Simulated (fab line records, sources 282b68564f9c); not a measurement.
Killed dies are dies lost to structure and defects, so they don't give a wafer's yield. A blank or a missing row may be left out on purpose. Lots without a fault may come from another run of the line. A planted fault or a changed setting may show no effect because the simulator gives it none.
Chamber matching | flow rit_cmos | RIT_GATE_ETCH_19 on rie_si-02: 4 sister chambers
The step etches poly-Si in SF6/CHF3/O2, stops on SiO2, time 165 s, target depth 312.5 nm. 4 wafers are shown with their chamber, then 7 later ones without.

WAFERS WITH THEIR CHAMBER
wafer  | chamber | drypump_motor_current_A (A)
L104.5 | 1       | 5.5
L104.6 | 0       | 5.6
L109.1 | 3       | 4.9
L109.3 | 2       | 6.0

WAFERS WITHOUT THEIR CHAMBER
wafer  | drypump_motor_current_A (A)
L109.4 | 5.6
L114.2 | 4.9
L114.4 | 4.9
L114.5 | 5.4
L118.2 | 6.1
L118.4 | 4.9
L118.5 | 6.0

WHICH CHAMBER EACH WENT THROUGH
wafer  | from the rows above     | in truth
L109.4 | can't be placed: 0 or 1 | 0
L114.2 | 3                       | 3
L114.4 | 3                       | 3
L114.5 | can't be placed: 1 or 0 | 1
L118.2 | 2                       | 2
L118.4 | 3                       | 3
L118.5 | 2                       | 2
Placed correctly: 5 of 7. Can't be placed from these rows: 2 (the true chamber is among the candidates in 2). Placed wrongly: 0.
How it was worked out, from the rows above alone: a wafer's distance from a chamber is the root of the sum, over the readings, of the square of ((its reading less the chamber's mean) divided by the reading's scatter). The wafer belongs to the nearest chamber; if the next one is less than 2 further off, it can't be placed. A chamber's mean is the mean of its shown wafers. The scatter: with one shown wafer a chamber, the root of the mean of the squares of how far each hidden wafer lies from its nearest shown one.
